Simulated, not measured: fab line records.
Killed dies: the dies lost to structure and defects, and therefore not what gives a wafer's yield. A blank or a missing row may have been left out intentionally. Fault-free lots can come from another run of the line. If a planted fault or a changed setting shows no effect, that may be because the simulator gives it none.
Which tool was responsible? | flow berkeleyCmos170 | route of 331 steps, sampled at 1 step: 12 lots, 36 wafers

## WHAT EACH GAUGE READ, for each wafer
UCB170_START_THK_MEAS_03.
lot  | measured    | on           | START_OXIDE_THK (nm)
L075 | day 1 19:25 | filmMetro-01 | 20.5 20.4 20.3
L077 | day 2 06:02 | filmMetro-02 | 19.9 19.8 19.6
L079 | day 2 15:17 | filmMetro-01 | 20.4 20.0 20.1
L081 | day 2 23:12 | filmMetro-01 | 20.2 19.9 19.9
L083 | day 3 12:34 | filmMetro-02 | 20.2 19.7 19.7
L085 | day 3 23:41 | filmMetro-03 | 19.7 19.5 19.9
L087 | day 4 07:55 | filmMetro-02 | 20.0 19.9 20.3
L089 | day 4 19:21 | filmMetro-01 | 20.4 20.3 20.1
L091 | day 5 02:23 | filmMetro-03 | 19.0 19.3 19.5
L093 | day 5 12:38 | filmMetro-03 | 20.4 20.4 20.3
L095 | day 5 23:40 | filmMetro-02 | 20.1 20.4 20.3
L097 | day 6 10:45 | filmMetro-01 | 20.1 20.0 20.6

## WHICH TOOL RAN EACH LOT (tool, then ch and the chambers of the sampled wafers, then the start)
Record: no process step prior to these readings.

## THE ANSWER, worked out from the rows above alone
Rule: usual is defined by the lots themselves. The widest of any qualifying gaps counts: lots, ordered by their means at a reading, are off when they make up no more than a third of the lots, leave a main group of 4 or more, and stand apart from it by 3 or more times the standard deviation of that group's means. A main group whose means are all the same, to the digits that the tables above print for the reading, isn't used. A lot without any number at a reading at which 4 lots or more have one is off too. The other lots that the step has rows for count as sound.
No lot is off on any of the readings shown, so nothing can be concluded from this.

## WHAT HAD BEEN PUT IN BY THE SIMULATOR
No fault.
